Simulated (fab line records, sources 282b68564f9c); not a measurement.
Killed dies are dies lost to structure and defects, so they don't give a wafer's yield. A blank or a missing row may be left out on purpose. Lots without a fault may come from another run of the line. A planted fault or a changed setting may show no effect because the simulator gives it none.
fab line records | flow rit_cmos
record lots=6 wafers=18 last_day=7
route steps=202 shown SDANNEAL@153 PSD@157 NSD@158 PLDD@159 NLDD@160 SILICIDE@161 CONTACT@168 M1@184
lots that met no fault: from a run of the same line without faults
start_h: hours from the record's first day to the start of the lot's first wafer shown | wait_h: hours since the lot's step before | " the same as in the row above | L1.1+2: a row that stands for several wafers | - no value, or no start given | * or withheld: withheld | < > ~ a bound
route shown NAME@n: a module of which the file shows steps, and the number in the route of the first | usual: mean/standard deviation of fault-free wafers | same: alike in all rows | chamber/n: place in a boat | sites: the reading at each site | _std_site: their standard deviation | _edge_site: outer sites' mean less inner sites' | radius_mm: how far each site lies from the wafer's centre | mask NAME#n: copy n | behind: the tool/chamber that last shaped the wafer | hold: why the lot was held/for how many hours/how that ended | device: the transistor (n, p or np) that didn't switch | end of line: the same wafers' tests at the end of the route | a step without rows: its recipe alone | killed: dies lost to structure and defects at the first sort, not the wafer's yield | map: a wafer's dies, x killed, . not, _ none there
set.NAME: the setting as run; set.NAME@STEP: as run at that earlier step | model.NAME: the simulator's own value behind a step, which no gauge read
lots at some steps of the route; a table a step, a row a wafer
services: from which hour (start_h, from the record's first day; less than 0 if before it) a tool's chamber was out of use, for how many hours, and why
## steps
# step RIT_SDANNEAL_CLEAN_00
# recipe chemistry=SC1 mix=3:3:50 time_s=600 temp_c=75
# step RIT_SDANNEAL_CLEAN_01
# recipe chemistry=dHF dilution=50:1 time_s=30
# step RIT_SDANNEAL_CLEAN_02
# recipe chemistry=SC2 mix=3:3:50 time_s=600 temp_c=75 dry=n2_spin
# step RIT_SDANNEAL_RTA_03
# recipe temp_c=1050 time_s=5 idle_temp_c=600 ramp_up_c_per_s=342 ramp_down_c_per_s=171 cool_to_c=600 ambient=N2
# usual wafer_temp_C_max=1053.7/1.2
# same time_s=5
# columns lot.wafer tool chamber start_h wait_h wafer_temp_C_max
L454.1 rtp_anneal-02 0 61.66 0.0 1054.5
L454.2 " 0 " " 1051.9
L454.3 " 0 " " 1052.8
L462.1 rtp_anneal-02 0 101.05 0.0 1052.3
L462.3 " 0 " " 1052.9
L462.4 " 0 " " 1052.7
L464.3 rtp_anneal-02 0 110.38 0.0 1051.7
L464.5 " 0 " " 1054.9
L464.6 " 0 " " 1053.6
L466.1 rtp_anneal-02 0 118.47 0.0 1053.2
L466.4 " 0 " " 1052.9
L466.5 " 0 " " 1055.9
L473.1 rtp_anneal-01 0 151.20 0.0 1052.2
L473.3 " 0 " " 1054.5
L473.6 " 0 " " 1054.1
L475.2 rtp_anneal-01 0 162.54 0.0 1054.0
L475.4 " 0 " " 1052.2
L475.5 " 0 " " 1053.8
# step RIT_SDANNEAL_RS_MEAS_04
# recipe thk_meas_gauge=four-point-probe
# usual PSD_RS=115.9/0.32
# columns lot.wafer tool chamber start_h wait_h PSD_RS[ohm/sq]
L454.1 film_metro-01 - 61.72 0.0 115.6
L454.2 " - " " 115.3
L454.3 " - " " 115.4
L462.1 film_metro-02 - 101.10 0.0 116.0
L462.3 " - " " 115.8
L462.4 " - " " 116.0
L464.3 film_metro-01 - 110.46 0.1 115.8
L464.5 " - " " 115.9
L464.6 " - " " 115.8
L466.1 film_metro-01 - 118.53 0.0 116.0
L466.4 " - " " 116.0
L466.5 " - " " 115.6
L473.1 film_metro-01 - 151.26 0.0 115.5
L473.3 " - " " 115.3
L473.6 " - " " 115.4
L475.2 film_metro-01 - 162.61 0.1 115.9
L475.4 " - " " 115.9
L475.5 " - " " 115.8
# step RIT_SDANNEAL_RS_MEAS_05
# recipe thk_meas_gauge=four-point-probe
# usual NSD_RS=84.5/0.33
# columns lot.wafer tool chamber start_h wait_h NSD_RS[ohm/sq]
L454.1 film_metro-01 - 61.84 0.1 84.2
L454.2 " - " " 84.2
L454.3 " - " " 84.0
L462.1 film_metro-02 - 101.22 0.1 84.9
L462.3 " - " " 84.8
L462.4 " - " " 84.6
L464.3 film_metro-01 - 110.58 0.1 84.7
L464.5 " - " " 84.4
L464.6 " - " " 84.6
L466.1 film_metro-01 - 118.65 0.1 84.4
L466.4 " - " " 84.5
L466.5 " - " " 84.4
L473.1 film_metro-01 - 151.38 0.1 84.1
L473.3 " - " " 84.3
L473.6 " - " " 84.1
L475.2 film_metro-01 - 162.73 0.1 84.2
L475.4 " - " " 84.3
L475.5 " - " " 84.5
# step RIT_SDANNEAL_RS_MEAS_06
# recipe thk_meas_gauge=four-point-probe
# usual PLDD_RS=178.7/0.52
# columns lot.wafer tool chamber start_h wait_h PLDD_RS[ohm/sq]
L454.1 film_metro-01 - 61.96 0.1 178.8
L454.2 " - " " 178.7
L454.3 " - " " 177.8
L462.1 film_metro-02 - 101.34 0.1 178.8
L462.3 " - " " 178.9
L462.4 " - " " 179.1
L464.3 film_metro-01 - 110.70 0.1 178.9
L464.5 " - " " 178.9
L464.6 " - " " 178.7
L466.1 film_metro-01 - 118.77 0.1 178.4
L466.4 " - " " 178.7
L466.5 " - " " 178.0
L473.1 film_metro-01 - 151.50 0.1 179.1
L473.3 " - " " 178.3
L473.6 " - " " 179.2
L475.2 film_metro-01 - 162.85 0.1 178.8
L475.4 " - " " 178.4
L475.5 " - " " 179.0
# step RIT_SDANNEAL_RS_MEAS_07
# recipe thk_meas_gauge=four-point-probe
# usual NLDD_RS=151.6/0.53
# columns lot.wafer tool chamber start_h wait_h NLDD_RS[ohm/sq]
L454.1 film_metro-01 - 62.08 0.1 151.6
L454.2 " - " " 152.2
L454.3 " - " " 151.8
L462.1 film_metro-02 - 101.46 0.1 151.4
L462.3 " - " " 151.5
L462.4 " - " " 151.3
L464.3 film_metro-01 - 110.82 0.1 151.0
L464.5 " - " " 151.4
L464.6 " - " " 151.6
L466.1 film_metro-01 - 118.89 0.1 151.6
L466.4 " - " " 152.0
L466.5 " - " " 152.2
L473.1 film_metro-01 - 151.62 0.1 152.5
L473.3 " - " " 151.7
L473.6 " - " " 152.0
L475.2 film_metro-01 - 162.97 0.1 151.5
L475.4 " - " " 152.1
L475.5 " - " " 151.6
# step RIT_SILICIDE_WET_ETCH_00
# recipe chemistry=BOE target=SiO2 target_depth_nm=14 time_s=15 dry=n2_spin dilution=10:1 temp_c=21.5
# step RIT_SILICIDE_SPUTTER_01
# recipe material=Ti target_thk_nm=30 power_w=350 chamber_pressure_pa=0.667 gas=Ar time_s=240 substrate_temp_c=25
# step RIT_SILICIDE_RS_MEAS_02
# recipe thk_meas_gauge=four-point-probe reads=Ti_of_SILICIDE_SPUTTER_01
# usual SILICIDE_TI_RS=47.9/0.65
# columns lot.wafer tool chamber start_h wait_h SILICIDE_TI_RS[ohm/sq]
L454.1 film_metro-03 - 62.36 0.1 49.6
L454.2 " - " " 49.1
L454.3 " - " " 49.2
L462.1 film_metro-04 - 101.75 0.1 47.9
L462.3 " - " " 47.9
L462.4 " - " " 48.1
L464.3 film_metro-03 - 111.10 0.1 48.0
L464.5 " - " " 48.5
L464.6 " - " " 48.8
L466.1 film_metro-01 - 119.17 0.1 48.5
L466.4 " - " " 48.2
L466.5 " - " " 48.5
L473.1 film_metro-04 - 151.90 0.1 47.8
L473.3 " - " " 48.2
L473.6 " - " " 48.1
L475.2 film_metro-03 - 163.25 0.1 48.0
L475.4 " - " " 47.4
L475.5 " - " " 47.6
# step RIT_SILICIDE_THK_MEAS_03
# recipe thk_meas_gauge=xrf reads=Ti_of_SILICIDE_SPUTTER_01
# usual SILICIDE_TI_THK=29.6/0.33
# columns lot.wafer tool chamber start_h wait_h SILICIDE_TI_THK[nm]
L454.1 film_metro-03 - 62.48 0.1 28.9
L454.2 " - " " 29.1
L454.3 " - " " 28.9
L462.1 film_metro-04 - 101.87 0.1 29.5
L462.3 " - " " 29.5
L462.4 " - " " 29.4
L464.3 film_metro-03 - 111.20 0.1 29.5
L464.5 " - " " 29.3
L464.6 " - " " 29.2
L466.1 film_metro-01 - 119.29 0.1 29.4
L466.4 " - " " 29.5
L466.5 " - " " 29.5
L473.1 film_metro-04 - 152.02 0.1 29.7
L473.3 " - " " 29.3
L473.6 " - " " 29.6
L475.2 film_metro-03 - 163.36 0.1 29.6
L475.4 " - " " 29.7
L475.5 " - " " 29.7
# step RIT_SILICIDE_RTA_04
# recipe temp_c=650 time_s=10 idle_temp_c=25 ramp_up_s=5 ramp_down_s=5 cool_to_c=25 ambient=N2
# usual wafer_temp_C_max=654.5/0.91
# columns lot.wafer tool chamber start_h wait_h wafer_temp_C_max
L454.1 rtp_anneal-01 0 62.54 0.1 653.8
L454.2 " 0 " " 653.6
L454.3 " 0 " " 652.9
L462.1 rtp_anneal-01 0 101.93 0.1 653.8
L462.3 " 0 " " 654.1
L462.4 " 0 " " 653.8
L464.3 rtp_anneal-01 0 111.26 0.1 653.6
L464.5 " 0 " " 654.7
L464.6 " 0 " " 653.2
L466.1 rtp_anneal-01 0 119.35 0.1 654.2
L466.4 " 0 " " 655.7
L466.5 " 0 " " 653.7
L473.1 rtp_anneal-02 0 152.08 0.1 656.5
L473.3 " 0 " " 653.8
L473.6 " 0 " " 656.7
L475.2 rtp_anneal-02 0 163.43 0.1 654.9
L475.4 " 0 " " 655.5
L475.5 " 0 " " 654.2
# step RIT_SILICIDE_WET_ETCH_05
# recipe chemistry=SPM target=Ti temp_c=90 time_s=120 dry=n2_spin
# step RIT_SILICIDE_RTA_06
# recipe temp_c=750 time_s=10 idle_temp_c=25 ramp_up_s=5 ramp_down_s=10 cool_to_c=25 ambient=N2
# usual wafer_temp_C_max=755.3/1.1
# same time_s=10
# columns lot.wafer tool chamber start_h wait_h wafer_temp_C_max
L454.1 rtp_anneal-02 0 62.65 0.0 755.3
L454.2 " 0 " " 755.8
L454.3 " 0 " " 755.2
L462.1 rtp_anneal-02 0 102.04 0.0 754.1
L462.3 " 0 " " 756.2
L462.4 " 0 " " 755.2
L464.3 rtp_anneal-02 0 111.38 0.0 754.7
L464.5 " 0 " " 756.1
L464.6 " 0 " " 755.4
L466.1 rtp_anneal-02 0 119.47 0.0 755.8
L466.4 " 0 " " 755.9
L466.5 " 0 " " 758.2
L473.1 rtp_anneal-01 0 152.19 0.0 755.1
L473.3 " 0 " " 755.1
L473.6 " 0 " " 755.2
L475.2 rtp_anneal-01 0 163.53 0.0 756.9
L475.4 " 0 " " 754.7
L475.5 " 0 " " 756.7
# step RIT_CONTACT_CVD_00
# recipe material=SiO2 target_thk_nm=400 precursor=TEOS temp_c=390 time_s=61 rf_w=400
# usual heater_power_w=352/57
# same time_s=61
# columns lot.wafer tool chamber start_h wait_h heater_power_w
L454.1 pecvd-01 1 62.72 0.1 355
L454.2 " 2 " " 338
L454.3 " 0 " " 403
L462.1 pecvd-03 1 102.10 0.1 344
L462.3 " 2 " " 285
L462.4 " 2 " " 282
L464.3 pecvd-02 1 111.42 0.0 340
L464.5 " 1 " " 352
L464.6 " 0 " " 435
L466.1 pecvd-01 0 119.53 0.1 392
L466.4 " 0 " " 385
L466.5 " 2 " " 444
L473.1 pecvd-02 2 152.25 0.1 409
L473.3 " 1 " " 277
L473.6 " 1 " " 293
L475.2 pecvd-01 1 163.59 0.0 335
L475.4 " 2 " " 408
L475.5 " 1 " " 344
# step RIT_CONTACT_THK_MEAS_01
# recipe reads=SiO2_of_CONTACT_CVD_00
# usual CONTACT_TEOS_THK=401/5
# columns lot.wafer tool chamber start_h wait_h CONTACT_TEOS_THK[nm]
L454.1 film_metro-01 - 62.77 0.0 398
L454.2 " - " " 402
L454.3 " - " " 399
L462.1 film_metro-02 - 102.15 0.0 392
L462.3 " - " " 398
L462.4 " - " " 400
L464.3 film_metro-04 - 111.49 0.0 396
L464.5 " - " " 406
L464.6 " - " " 405
L466.1 film_metro-04 - 119.58 0.0 398
L466.4 " - " " 409
L466.5 " - " " 406
L473.1 film_metro-02 - 152.30 0.0 391
L473.3 " - " " 389
L473.6 " - " " 396
L475.2 film_metro-01 - 163.65 0.0 397
L475.4 " - " " 395
L475.5 " - " " 399
# step RIT_CONTACT_HMDS_02
# recipe prime_time_s=60 prime_temp_c=140
# step RIT_CONTACT_COAT_03
# recipe resist=NOVOLAK spin_rpm=3250 resist_thk_nm=1000
# step RIT_CONTACT_SOFTBAKE_04
# recipe resist=NOVOLAK temp_c=90 time_s=60
# step RIT_CONTACT_EXPOSE_05
# recipe mask_id=M11 na=0.6 source_shape=conventional sigma_outer=0.5 target_cd_nm=1000 dose_mj=250
# step RIT_CONTACT_PEB_06
# recipe resist=NOVOLAK temp_c=withheld time_s=withheld
# step RIT_CONTACT_DEVELOP_07
# recipe resist=NOVOLAK develop_time_s=120 dev_temp_c=23
# step RIT_CONTACT_CD_MEAS_08
# recipe target_cd_nm=1000
# usual cd_nm=998.9/2.1
# columns lot.wafer tool chamber start_h wait_h cd_nm
L454.1 cd_sem-02 - 63.92 - 998.0
L454.2 " - " " 999.3
L454.3 " - " " 997.1
L462.1 cd_sem-01 - 103.52 - 996.3
L462.3 " - " " 996.3
L462.4 " - " " 998.4
L464.3 cd_sem-01 - 112.58 - 999.3
L464.5 " - " " 999.1
L464.6 " - " " 999.1
L466.1 cd_sem-02 - 120.74 - 997.4
L466.4 " - " " 996.4
L466.5 " - " " 997.3
L473.1 cd_sem-02 - 153.36 - 1000.9
L473.3 " - " " 1000.8
L473.6 " - " " 999.4
L475.2 cd_sem-02 - 164.69 - 998.4
L475.4 " - " " 999.1
L475.5 " - " " 999.3
# step RIT_CONTACT_OVL_MEAS_09
# usual CONTACT_OVL=0.6/1.2
# columns lot.wafer tool chamber start_h wait_h CONTACT_OVL[nm]
L454.1 overlay-01 - 64.04 0.1 0.0
L454.2 " - " " -1.2
L454.3 " - " " 0.3
L462.1 overlay-02 - 103.64 0.1 0.8
L462.3 " - " " -0.5
L462.4 " - " " 0.2
L464.3 overlay-01 - 112.67 0.1 0.1
L464.5 " - " " 3.0
L464.6 " - " " 1.1
L466.1 overlay-01 - 120.86 0.1 0.1
L466.4 " - " " -1.3
L466.5 " - " " 0.2
L473.1 overlay-01 - 153.48 0.1 2.0
L473.3 " - " " 0.8
L473.6 " - " " 2.0
L475.2 overlay-01 - 164.79 0.1 -0.8
L475.4 " - " " 2.1
L475.5 " - " " 1.3
# step RIT_CONTACT_HARDBAKE_10
# recipe resist=NOVOLAK temp_c=140 time_s=60
# step RIT_CONTACT_ETCH_11
# recipe target_depth_a=4800 over_etch_frac=0.2 stop_on=TiSi2 chemistry=CHF3/CF4/Ar target=SiO2 CHF3_flow_sccm=50 cf4_flow_sccm=10 Ar_flow_sccm=100 O2_flow_sccm=5 pressure_mtorr=100 rf_w=200 time_s=320
# usual chamber_pressure_mTorr=99.98/0.095 drypump_motor_current_A=5.6/0.58 oes_product_au=0.992/0.015 throttle_valve_pct=8.82/0.13
# same time_s=320
# columns lot.wafer tool chamber start_h wait_h chamber_pressure_mTorr drypump_motor_current_A oes_product_au rf_hours_counter_h throttle_valve_pct
L454.1 rie_diel-03 2 64.23 0.1 100.07 6.6 0.980 5 9.03
L454.2 " 3 " " 99.96 4.9 1.011 54 8.59
L454.3 " 0 " " 99.87 5.2 0.995 23 8.79
L462.1 rie_diel-02 0 103.83 0.1 99.97 5.2 1.016 53 8.78
L462.3 " 3 " " 99.93 6.0 1.019 95 8.98
L462.4 " 1 " " 99.94 5.7 0.976 53 8.95
L464.3 rie_diel-04 1 112.84 0.1 99.97 4.8 0.996 135 8.69
L464.5 " 0 " " 100.02 5.7 0.969 - 8.92
L464.6 " 3 " " 100.02 5.9 1.009 - 8.81
L466.1 rie_diel-03 2 121.04 0.1 100.09 6.6 0.973 6 9.03
L466.4 " 3 " " 99.89 4.9 1.018 55 8.60
L466.5 " 1 " " 100.08 5.3 0.994 - 8.75
L473.1 rie_diel-02 2 153.66 0.1 99.95 5.0 0.989 99 8.73
L473.3 " 3 " " 100.15 5.9 1.025 96 8.99
L473.6 " 1 " " 100.11 5.8 0.975 - 8.91
L475.2 rie_diel-03 1 164.97 0.1 100.02 5.3 0.981 11 8.74
L475.4 " 3 " " 99.89 4.9 1.011 56 8.59
L475.5 " 0 " " 100.01 5.2 0.993 - 8.79
# step RIT_CONTACT_STRIP_12
# recipe chemistry=O2 time_s=180 resist=NOVOLAK platen_temp_c=withheld power_w=500 pressure_mtorr=4000 o2_flow_sccm=4000
# usual chamber_pressure_mTorr=4000/4.1 drypump_motor_current_A=5.4/0.48
# same time_s=180
# columns lot.wafer tool chamber start_h wait_h chamber_pressure_mTorr drypump_motor_current_A rf_hours_counter_h
L454.1 plasma_asher-04 0 64.42 0.1 4009 4.8 49
L454.2 " 1 " " 4004 5.2 49
L454.3 " 1 " " 3997 5.2 -
L462.1 plasma_asher-03 1 104.02 0.1 4003 5.4 51
L462.3 " 0 " " 4002 5.8 -
L462.4 " 1 " " 4000 5.4 -
L464.3 plasma_asher-03 1 113.10 0.2 4001 5.5 -
L464.5 " 0 " " 3999 5.8 -
L464.6 " 1 " " 3995 5.4 -
L466.1 plasma_asher-03 1 121.24 0.1 3997 5.4 53
L466.4 " 0 " " 4000 5.8 -
L466.5 " 0 " " 3994 5.8 -
L473.1 plasma_asher-04 1 153.86 0.1 4000 5.2 59
L473.3 " 1 " " 3994 5.2 -
L473.6 " 1 " " 4004 5.2 -
L475.2 plasma_asher-03 0 165.17 0.1 4000 5.8 56
L475.4 " 1 " " 4002 5.4 -
L475.5 " 0 " " 3997 5.8 -
# step RIT_CONTACT_CD_MEAS_90
# recipe target_cd_nm=1000
# usual cd_nm=999.0/2.1
# columns lot.wafer tool chamber start_h wait_h cd_nm
L454.1 cd_sem-01 - 64.60 0.1 998.2
L454.2 " - " " 999.2
L454.3 " - " " 996.9
L462.1 cd_sem-01 - 104.20 0.1 995.8
L462.3 " - " " 996.8
L462.4 " - " " 997.9
L464.3 cd_sem-01 - 113.25 0.1 999.4
L464.5 " - " " 998.5
L464.6 " - " " 998.9
L466.1 cd_sem-01 - 121.41 0.1 998.2
L466.4 " - " " 996.0
L466.5 " - " " 997.5
L473.1 cd_sem-01 - 154.03 0.1 1001.1
L473.3 " - " " 1001.3
L473.6 " - " " 999.5
L475.2 cd_sem-01 - 165.36 0.1 998.8
L475.4 " - " " 999.0
L475.5 " - " " 999.7
# step RIT_CONTACT_CLEAN_13
# recipe chemistry=SC1 mix=3:3:50 time_s=600 temp_c=75
# step RIT_CONTACT_CLEAN_14
# recipe chemistry=SC2 mix=3:3:50 time_s=600 temp_c=75 dry=n2_spin
# step RIT_M1_SPUTTER_00
# recipe material=Al target_thk_nm=400 power_w=2000 chamber_pressure_pa=0.4 gas=Ar time_s=500 substrate_temp_c=25
# step RIT_M1_RS_MEAS_01
# recipe thk_meas_gauge=four-point-probe reads=Al_of_M1_SPUTTER_00
# usual M1_AL_RS=0.0733/0.00079
# columns lot.wafer tool chamber start_h wait_h M1_AL_RS[ohm/sq]
L454.1 film_metro-01 - 65.36 0.1 0.0744
L454.2 " - " " 0.0741
L454.3 " - " " 0.0731
L462.1 film_metro-02 - 104.96 0.1 0.0729
L462.3 " - " " 0.0724
L462.4 " - " " 0.0734
L464.3 film_metro-03 - 114.02 0.2 0.0736
L464.5 " - " " 0.0735
L464.6 " - " " 0.0738
L466.1 film_metro-02 - 122.37 0.1 0.0749
L466.4 " - " " 0.0746
L466.5 " - " " 0.0748
L473.1 film_metro-03 - 154.80 0.1 0.0727
L473.3 " - " " 0.0730
L473.6 " - " " 0.0731
L475.2 film_metro-03 - 166.13 0.2 0.0722
L475.4 " - " " 0.0713
L475.5 " - " " 0.0724
# step RIT_M1_THK_MEAS_02
# recipe thk_meas_gauge=xrf reads=Al_of_M1_SPUTTER_00
# usual M1_AL_THK=402/4.5
# columns lot.wafer tool chamber start_h wait_h M1_AL_THK[nm]
L454.1 film_metro-01 - 65.48 0.1 396
L454.2 " - " " 399
L454.3 " - " " 404
L462.1 film_metro-02 - 105.08 0.1 403
L462.3 " - " " 407
L462.4 " - " " 400
L464.3 film_metro-03 - 114.12 0.1 402
L464.5 " - " " 401
L464.6 " - " " 400
L466.1 film_metro-02 - 122.49 0.1 392
L466.4 " - " " 396
L466.5 " - " " 393
L473.1 film_metro-03 - 154.92 0.1 404
L473.3 " - " " 402
L473.6 " - " " 403
L475.2 film_metro-03 - 166.24 0.1 407
L475.4 " - " " 413
L475.5 " - " " 406
# step RIT_M1_HMDS_03
# recipe prime_time_s=60 prime_temp_c=140
# step RIT_M1_COAT_04
# recipe resist=NOVOLAK spin_rpm=2000 resist_thk_nm=1300
# step RIT_M1_SOFTBAKE_05
# recipe resist=NOVOLAK temp_c=90 time_s=60
# step RIT_M1_EXPOSE_06
# recipe mask_id=M12 na=0.6 source_shape=conventional sigma_outer=0.5 target_cd_nm=2600 dose_mj=250
# step RIT_M1_PEB_07
# recipe resist=NOVOLAK temp_c=withheld time_s=withheld
# step RIT_M1_DEVELOP_08
# recipe resist=NOVOLAK develop_time_s=68 dev_temp_c=23
# step RIT_M1_CD_MEAS_09
# recipe target_cd_nm=2600
# usual cd_nm=2601.6/2.4
# columns lot.wafer tool chamber start_h wait_h cd_nm
L454.1 cd_sem-01 - 66.55 - 2602.3
L454.2 " - " " 2603.9
L454.3 " - " " 2604.4
L462.1 cd_sem-01 - 106.14 - 2600.8
L462.3 " - " " 2603.7
L462.4 " - " " 2601.9
L464.3 cd_sem-02 - 115.08 - 2602.4
L464.5 " - " " 2602.7
L464.6 " - " " 2600.6
L466.1 cd_sem-01 - 123.44 - 2600.6
L466.4 " - " " 2599.4
L466.5 " - " " 2603.1
L473.1 cd_sem-02 - 155.98 - 2599.3
L473.3 " - " " 2600.1
L473.6 " - " " 2597.4
L475.2 cd_sem-01 - 167.43 - 2599.6
L475.4 " - " " 2600.6
L475.5 " - " " 2601.1
# step RIT_M1_OVL_MEAS_10
# usual M1_OVL=-0.5/1.5
# columns lot.wafer tool chamber start_h wait_h M1_OVL[nm]
L454.1 overlay-01 - 66.67 0.1 -1.7
L454.2 " - " " -2.4
L454.3 " - " " -2.4
L462.1 overlay-01 - 106.26 0.1 0.3
L462.3 " - " " 1.2
L462.4 " - " " 2.1
L464.3 overlay-01 - 115.17 0.1 -2.4
L464.5 " - " " -3.1
L464.6 " - " " -2.5
L466.1 overlay-02 - 123.56 0.1 -1.3
L466.4 " - " " 0.8
L466.5 " - " " -0.5
L473.1 overlay-02 - 156.10 0.1 -1.1
L473.3 " - " " 0.5
L473.6 " - " " -0.3
L475.2 overlay-02 - 167.54 0.1 0.0
L475.4 " - " " 0.0
L475.5 " - " " -0.5
# step RIT_M1_PROBE_99
# usual killed_at_front_end=6.6/3 killed_dies=6.6/3 killed_open=3.4/2 killed_short=3.2/2
# same gross_dies=264 killed_at_M0_to_M3=0 killed_at_M4_up=0 killed_at_back_side=0 killed_at_contacts=0 killed_at_other=0
# columns lot.wafer tool chamber start_h wait_h killed_at_front_end killed_dies killed_open killed_short model.etest.npoly_line.line_ohm_um model.etest.ppoly_line.line_ohm_um model.etest.contact_nplus.end_ohm_um model.etest.contact_pplus.end_ohm_um model.etest.ppoly_line.width_nm model.etest.npoly_line.width_nm model.etest.npoly_line.rs_ohm_sq model.etest.ppoly_line.rs_ohm_sq
L454.1 prober-02 - 69.22 0.1 7 7 5 2 168.9 163 42.38 42.64 103.8 102.6 17.38 16.92
L454.2 prober-02 - 69.27 0.1 7 7 1 6 169.4 162.6 41.58 43.18 102.6 102.5 17.23 16.78
L454.3 prober-02 - 69.32 0.2 8 8 3 5 164 157.2 40.43 44.4 105.1 104.6 17.23 16.8
L462.1 prober-02 - 108.82 0.1 6 6 2 4 165.5 156.7 40.23 43.84 103.8 102.8 17.01 16.36
L462.3 prober-02 - 108.92 0.2 8 8 2 6 172.9 166.1 42.2 43.15 100.3 99.31 16.95 16.47
L462.4 prober-02 - 108.97 0.2 2 2 1 1 170.6 163.8 40.13 42.6 100.3 100.1 17.06 16.66
L464.3 prober-02 - 117.81 0.2 5 5 3 2 202.8 192.6 33.26 36.43 111.8 111.2 22.75 21.87
L464.5 prober-02 - 117.91 0.2 8 8 5 3 208.1 196.8 33.22 35.46 110.7 110.7 22.67 21.91
L464.6 prober-02 - 117.96 0.2 14 14 7 7 205.6 197.6 33.45 35.57 111.4 110.6 22.8 21.78
L466.1 prober-01 - 126.26 0.1 8 8 4 4 212.8 199.7 32.91 36.11 109.2 108.2 22.8 21.95
L466.4 prober-01 - 126.41 0.2 6 6 4 2 215.3 205.2 33.9 35.97 108.4 107.9 22.89 22.26
L466.5 prober-01 - 126.46 0.2 5 5 4 1 207.4 201.9 32.79 36.44 110.3 108.9 22.7 21.89
L473.1 prober-02 - 158.64 0.1 10 10 6 4 157.1 153.4 41.97 44.52 108.2 107.2 16.83 16.25
L473.3 prober-02 - 158.74 0.2 6 6 3 3 157.8 151.4 41.71 44.4 107.8 107.2 17.08 16.5
L473.6 prober-02 - 158.89 0.2 8 8 5 3 161.4 158.8 42.19 43.69 105.5 104.7 17.07 16.56
L475.2 prober-02 - 170.12 0.1 9 9 3 6 161.4 154.1 41.34 43.26 104.8 104.3 17.04 16.35
L475.4 prober-02 - 170.22 0.2 6 6 4 2 159 153.2 41.4 43.33 106.6 105.5 16.78 16.17
L475.5 prober-02 - 170.27 0.2 8 8 3 5 162.8 155.1 42.62 43.28 105 104.6 16.82 16.55
# killed by level:class
L454.1 FOX1:geometric_particle:open=1 FOX2:geometric_particle:open=1 GATE:geometric_particle:short=1 GATE:geometric_particle:open=1 REOX:geometric_particle:open=1 SPACER:geometric_particle:short=1 SILICIDE:geometric_particle:open=1
L454.2 FOX2:geometric_particle:short=3 GATE:geometric_particle:short=3 REOX:geometric_particle:open=1
L454.3 GATE:geometric_particle:short=3 GATE:geometric_particle:open=2 REOX:geometric_particle:open=1 REOX:geometric_particle:short=1 SPACER:geometric_particle:short=1
L462.1 FOX2:geometric_particle:short=1 FOX2:geometric_particle:open=1 GATE:geometric_particle:short=1 GATE:geometric_particle:open=1 REOX:geometric_particle:short=1 SPACER:geometric_particle:short=1
L462.3 FOX1:geometric_particle:short=2 SPACER:geometric_particle:short=2 FOX1:geometric_particle:open=1 FOX2:geometric_particle:open=1 GATE:geometric_particle:short=1 REOX:geometric_particle:short=1
L462.4 SPACER:geometric_particle:short=1 SILICIDE:geometric_particle:open=1
L464.3 GATE:geometric_particle:open=2 FOX1:geometric_particle:short=1 GATE:geometric_particle:short=1 SPACER:geometric_particle:open=1
L464.5 GATE:geometric_particle:open=2 SILICIDE:geometric_particle:open=2 ACTIVE:geometric_particle:short=1 REOX:geometric_particle:open=1 REOX:geometric_particle:short=1 SILICIDE:geometric_particle:short=1
L464.6 GATE:geometric_particle:short=4 SILICIDE:geometric_particle:open=3 REOX:geometric_particle:short=2 FOX1:geometric_particle:open=1 FOX2:geometric_particle:open=1 FOX2:geometric_particle:short=1 GATE:geometric_particle:open=1 SPACER:geometric_particle:open=1
L466.1 GATE:geometric_particle:short=3 FOX1:geometric_particle:open=1 GATE:geometric_particle:open=1 REOX:geometric_particle:short=1 REOX:geometric_particle:open=1 SILICIDE:geometric_particle:open=1
L466.4 REOX:geometric_particle:open=2 FOX1:geometric_particle:short=1 GATE:geometric_particle:open=1 SILICIDE:geometric_particle:open=1 SILICIDE:geometric_particle:short=1
L466.5 SPACER:geometric_particle:open=2 FOX1:geometric_particle:open=1 SILICIDE:geometric_particle:short=1 SILICIDE:geometric_particle:open=1
L473.1 GATE:geometric_particle:open=2 SILICIDE:geometric_particle:open=2 FOX1:geometric_particle:short=1 FOX2:geometric_particle:short=1 GATE:geometric_particle:short=1 REOX:geometric_particle:open=1 SPACER:geometric_particle:open=1 SILICIDE:geometric_particle:short=1
L473.3 FOX1:geometric_particle:short=2 FOX2:geometric_particle:short=1 GATE:geometric_particle:open=1 REOX:geometric_particle:open=1 SILICIDE:geometric_particle:open=1
L473.6 GATE:geometric_particle:open=2 FOX1:geometric_particle:open=1 FOX2:geometric_particle:short=1 GATE:geometric_particle:short=1 SPACER:geometric_particle:open=1 SILICIDE:geometric_particle:open=1 SILICIDE:geometric_particle:short=1
L475.2 GATE:geometric_particle:short=3 GATE:geometric_particle:open=2 FOX1:geometric_particle:open=1 FOX1:geometric_particle:short=1 FOX2:geometric_particle:short=1 SPACER:geometric_particle:short=1
L475.4 GATE:geometric_particle:open=2 SILICIDE:geometric_particle:open=2 SPACER:geometric_particle:short=1 SILICIDE:geometric_particle:short=1
L475.5 GATE:geometric_particle:short=3 SPACER:geometric_particle:open=2 FOX1:geometric_particle:short=1 GATE:geometric_particle:open=1 SILICIDE:geometric_particle:short=1
## services
# columns tool chamber start_h hours kind
pecvd-03 2 41.25 6.8 repair
rie_diel-03 2 42.92 8.1 repair
pecvd-03 1 47.84 5.9 repair
rtp_anneal-02 - 52.06 4.7 pm
pecvd-02 2 52.24 11.3 repair
rie_diel-04 1 54.60 8.1 repair
pecvd-02 - 58.59 1.1 repair
rie_diel-02 3 60.54 7.6 repair
rie_diel-04 2 71.74 8.0 repair
pecvd-03 0 81.09 6.3 repair
rie_diel-04 2 81.53 3.8 repair
rie_diel-04 2 94.22 3.2 repair
pecvd-01 - 123.95 1.8 repair
pecvd-01 0 138.27 3.9 repair
plasma_asher-03 - 141.43 21.2 repair
rie_diel-04 0 142.86 6.3 repair
pecvd-02 - 143.86 1.5 repair
rie_diel-04 2 150.01 13.5 repair
rie_diel-04 1 153.16 3.2 repair
## key
first_sign none at tools or gauges
model_effect step=RIT_M1_PROBE_99 value=etest.npoly_line.line_ohm_um without=166.9 struck=208.7
met_at RIT_SILICIDE_RTA_04
struck_wafers L464.3,L464.5,L464.6,L466.1,L466.4,L466.5
tester_left_out L464,L466
onset_between 101.93 111.26
also_fits RIT_SDANNEAL_RTA_03:rtp_anneal-02,RIT_SILICIDE_RTA_06:rtp_anneal-02
fault kind=process_parameter_drift tool=rtp_anneal-01 chamber=- onset_h=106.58 steps=RIT_SILICIDE_RTA_04 channel=time_s offset=* shape=step end_h=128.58 acts_in=* stated=*
# tester_left_out: of these lots the tester's yield and bins aren't shown, on N5 and GAA mostly nor the transistor test; their killed dies are dies lost to structure and defects alone, not to doping, threshold or leakage, so they don't give the yield
